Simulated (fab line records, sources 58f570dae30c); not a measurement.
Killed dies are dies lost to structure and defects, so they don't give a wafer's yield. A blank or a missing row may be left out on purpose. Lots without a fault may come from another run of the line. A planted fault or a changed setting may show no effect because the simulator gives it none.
Tool commonality check | flow berkeley_cmos170 | 15 lots, 45 wafers sampled

WHY IT WAS OPENED
At UCB170_PSD_TW_MEAS_10 the reading PSD_TW is flagged on 3 of 15 lots. Wafers without a fault read 2332, standard deviation 17.
Rule: a lot is flagged when every wafer of it that has a number lies more than 4 standard deviations from that mean, or none has a number. The other lots count as sound.

lot  | measured     | on            | PSD_TW, wafer by wafer | flag
L657 | day 7 10:52  | film_metro-04 | 2336 2323 2329         |
L658 | day 7 11:08  | film_metro-04 | 2322 2322 2324         |
L655 | day 7 11:16  | film_metro-04 | 2320 2327 2326         |
L656 | day 7 11:34  | film_metro-04 | 2323 2328 2327         |
L663 | day 8 02:29  | film_metro-04 | 2322 2310 2301         |
L660 | day 8 02:41  | film_metro-04 | 2302 2313 2319         |
L661 | day 8 02:49  | film_metro-03 | 2344 2345 2341         |
L671 | day 9 21:07  | film_metro-04 | 2012 2016 2015         | FLAGGED
L668 | day 9 21:11  | film_metro-02 | 2336 2327 2331         |
L670 | day 9 21:16  | film_metro-04 | 2018 2008 2011         | FLAGGED
L667 | day 10 03:45 | film_metro-04 | 2338 2325 2319         |
L669 | day 10 03:52 | film_metro-03 | 2016 2025 2023         | FLAGGED
L672 | day 10 04:02 | film_metro-02 | 2356 2328 2334         |
L677 | day 11 05:11 | film_metro-03 | 2366 2362 2348         |
L674 | day 11 05:54 | film_metro-03 | 2366 2348 2365         |
The numbers of the flagged lots are 2016 on average: -316 against the usual, or -19 standard deviations.

WHICH TOOL RAN EACH LOT
The record holds 3 process steps before the reading, out of a route of 331 steps. In each cell: the tool, then ch and the chambers that the sampled wafers went through, then the start.
lot  | flag    | UCB170_GATE_ETCH_15              | UCB170_PSD_IMPLANT_08           | UCB170_PSD_STRIP_09
L657 |         | rie_si-01 ch 0,2,3, day 7 00:58  | implanter-03 ch 0, day 7 10:38  | plasma_asher-04 ch 0,1, day 7 10:46
L658 |         | rie_si-02 ch 0,1,2, day 7 00:59  | implanter-04 ch 0, day 7 10:47  | plasma_asher-01 ch 0,1, day 7 10:54
L655 |         | rie_si-01 ch 0,3, day 7 01:15    | implanter-02 ch 0, day 7 11:02  | plasma_asher-02 ch 0,1, day 7 11:09
L656 |         | rie_si-02 ch 0,1,2, day 7 01:26  | implanter-03 ch 0, day 7 11:19  | plasma_asher-01 ch 0,1, day 7 11:28
L663 |         | rie_si-02 ch 0,3, day 7 17:46    | implanter-04 ch 0, day 8 02:16  | plasma_asher-01 ch 0,1, day 8 02:23
L660 |         | rie_si-01 ch 0,1,2, day 7 18:01  | implanter-02 ch 0, day 8 02:26  | plasma_asher-02 ch 0,1, day 8 02:35
L661 |         | rie_si-02 ch 2,3, day 7 18:15    | implanter-04 ch 0, day 8 02:35  | plasma_asher-01 ch 0, day 8 02:43
L671 | FLAGGED | rie_si-01 ch 2,3, day 9 06:34    | implanter-04 ch 0, day 9 20:53  | plasma_asher-02 ch 0,1, day 9 21:01
L668 |         | rie_si-02 ch 1,2,3, day 9 06:49  | implanter-02 ch 0, day 9 20:56  | plasma_asher-04 ch 0,1, day 9 21:05
L670 | FLAGGED | rie_si-01 ch 0,1,3, day 9 13:32  | implanter-04 ch 0, day 9 21:01  | plasma_asher-02 ch 1, day 9 21:10
L667 |         | rie_si-02 ch 0,3, day 9 13:44    | implanter-02 ch 0, day 10 03:31 | plasma_asher-04 ch 0,1, day 10 03:38
L669 | FLAGGED | rie_si-02 ch 0,1,3, day 9 14:01  | implanter-04 ch 0, day 10 03:37 | plasma_asher-02 ch 0,1, day 10 03:46
L672 |         | rie_si-01 ch 0,1,3, day 9 13:51  | implanter-03 ch 0, day 10 03:49 | plasma_asher-01 ch 0,1, day 10 03:57
L677 |         | rie_si-02 ch 1,2, day 10 18:13   | implanter-03 ch 0, day 11 04:57 | plasma_asher-04 ch 0,1, day 11 05:04
L674 |         | rie_si-01 ch 0,1,3, day 10 17:44 | implanter-02 ch 0, day 11 05:39 | plasma_asher-02 ch 0,1, day 11 05:48
What these steps do:
- UCB170_GATE_ETCH_15: etches poly-Si in HBr/Cl2, stops on SiO2, time 56.3 s, target depth 278.2 nm.
- UCB170_PSD_IMPLANT_08
- UCB170_PSD_STRIP_09: strips in O2.
- UCB170_PSD_TW_MEAS_10

FLAGGED OVER TOTAL, TOOL BY TOOL (the gauges that took the reading come last)
step                  | tool            | lots run | flagged | share of the flagged lots | sound lots run after its first flagged lot
UCB170_GATE_ETCH_15   | rie_si-01       | 7        | 2       | some                      | 2 (L672,L674)
UCB170_GATE_ETCH_15   | rie_si-02       | 8        | 1       | some                      | 1 (L677)
UCB170_PSD_IMPLANT_08 | implanter-02    | 5        | 0       | none                      | -
UCB170_PSD_IMPLANT_08 | implanter-03    | 4        | 0       | none                      | -
UCB170_PSD_IMPLANT_08 | implanter-04    | 6        | 3       | all                       | 0
UCB170_PSD_STRIP_09   | plasma_asher-01 | 5        | 0       | none                      | -
UCB170_PSD_STRIP_09   | plasma_asher-02 | 6        | 3       | all                       | 1 (L674)
UCB170_PSD_STRIP_09   | plasma_asher-04 | 4        | 0       | none                      | -
UCB170_PSD_TW_MEAS_10 | film_metro-02   | 2        | 0       | none                      | -
UCB170_PSD_TW_MEAS_10 | film_metro-03   | 4        | 1       | some                      | 2 (L677,L674)
UCB170_PSD_TW_MEAS_10 | film_metro-04   | 9        | 2       | some                      | 1 (L667)

WHAT THE TABLE ALLOWS
2 rows of the table ran every flagged lot: implanter-04 at UCB170_PSD_IMPLANT_08, plasma_asher-02 at UCB170_PSD_STRIP_09.
- implanter-04 at UCB170_PSD_IMPLANT_08: 3 of its 6 lots flagged. Its last sound lot is L661 (day 8 02:35), its first flagged lot L671 (day 9 20:53): a fault that began between those two fits. Its own readings lie more than 4 standard deviations out on every wafer of the flagged lots: dose_ions_cm2, end_station_pressure_torr, faraday_current_uA.
- plasma_asher-02 at UCB170_PSD_STRIP_09: 3 of its 6 lots flagged. Sound lots ran on it after the first flagged one (L674), which a lasting fault on the whole tool wouldn't allow. Its own readings lie more than 4 standard deviations out on every wafer of the flagged lots: oes_product_au, strip_time_to_endpoint_s.
One tool is left: implanter-04 at UCB170_PSD_IMPLANT_08.

WHAT THE SIMULATOR HAD PUT IN
Process parameter drift: implanter-04, from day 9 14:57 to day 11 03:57, at UCB170_PSD_IMPLANT_08. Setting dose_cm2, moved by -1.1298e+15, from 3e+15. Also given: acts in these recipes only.
Lots struck among those shown: L671, L670, L669. The rule above found the same.
